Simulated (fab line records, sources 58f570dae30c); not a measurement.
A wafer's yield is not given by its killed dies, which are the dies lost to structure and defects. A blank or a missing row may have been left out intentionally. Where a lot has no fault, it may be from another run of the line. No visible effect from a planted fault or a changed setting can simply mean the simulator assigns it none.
Which tool is to blame? :: flow berkeley_cmos170 :: 7 lots, 21 wafers sampled, at 2 steps of a route of 331

WHAT THE GAUGES READ, wafer by wafer
UCB170_GATE_CD_MEAS_12: the cd target is 350 nm.
lot: L845
measured: day 6 07:26
on: cd_sem-02
cd_nm (nm): 349.6 349.4 350.8

lot: L846
measured: day 6 16:59
on: cd_sem-02
cd_nm (nm): 352.7 352.0 350.4

lot: L851
measured: day 7 19:17
on: cd_sem-01
cd_nm (nm): 350.6 351.2 351.7

lot: L858
measured: day 8 19:58
on: cd_sem-01
cd_nm (nm): 432.4 432.5 433.4

lot: L861
measured: day 9 22:45
on: cd_sem-01
cd_nm (nm): 351.2 351.0 351.8

lot: L863
measured: day 10 07:47
on: cd_sem-01
cd_nm (nm): 351.5 350.2 351.0

lot: L866
measured: day 10 20:28
on: cd_sem-01
cd_nm (nm): 349.9 350.5 349.8

WHICH TOOL RAN EACH LOT (tool, then ch and the chambers of the sampled wafers, then the start)
lot: L845
UCB170_GATE_PEB_10: litho_track-02 ch 0, day 6 07:10

lot: L846
UCB170_GATE_PEB_10: litho_track-01 ch 0, day 6 16:43

lot: L851
UCB170_GATE_PEB_10: litho_track-02 ch 0, day 7 19:01

lot: L858
UCB170_GATE_PEB_10: litho_track-02 ch 0, day 8 19:37

lot: L861
UCB170_GATE_PEB_10: litho_track-01 ch 0, day 9 22:29

lot: L863
UCB170_GATE_PEB_10: litho_track-01 ch 0, day 10 07:30

lot: L866
UCB170_GATE_PEB_10: litho_track-01 ch 0, day 10 20:08
- UCB170_GATE_PEB_10

THE ANSWER, worked out from the rows above alone
Rule: the lots themselves supply what counts as usual. The widest of any qualifying gaps counts: lots, ordered by their means at a reading, are off when they make up no more than a third of the lots, leave a main group of 4 or more, and stand apart from it by 3 or more times the standard deviation of that group's means. A main group is skipped when, at the precision printed for the reading in the tables above, its means are all equal. A lot without any number at a reading at which 4 lots or more have one is off too. Where the step has rows for the other lots, those lots are counted as sound.
Off: L858 (UCB170_GATE_CD_MEAS_12, cd_nm). Main group: mean 350.9 nm, sd 0.65.
If a tool, at a process step before that reading, ran all the lots that are off and no sound lot after the first of them, it fits. Those tools and the gauges at UCB170_GATE_CD_MEAS_12 are tried in the same way. One candidate fits, namely litho_track-02 at UCB170_GATE_PEB_10. Its last sound lot is L851 (day 7 19:01), its first lot that is off L858 (day 8 19:37): a fault that began between those two fits.

WHAT THE SIMULATOR PUT IN
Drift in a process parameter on litho_track-02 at UCB170_GATE_PEB_10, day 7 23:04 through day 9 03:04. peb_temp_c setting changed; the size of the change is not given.
Struck lots among those shown: L858. The same result came from the rule above.
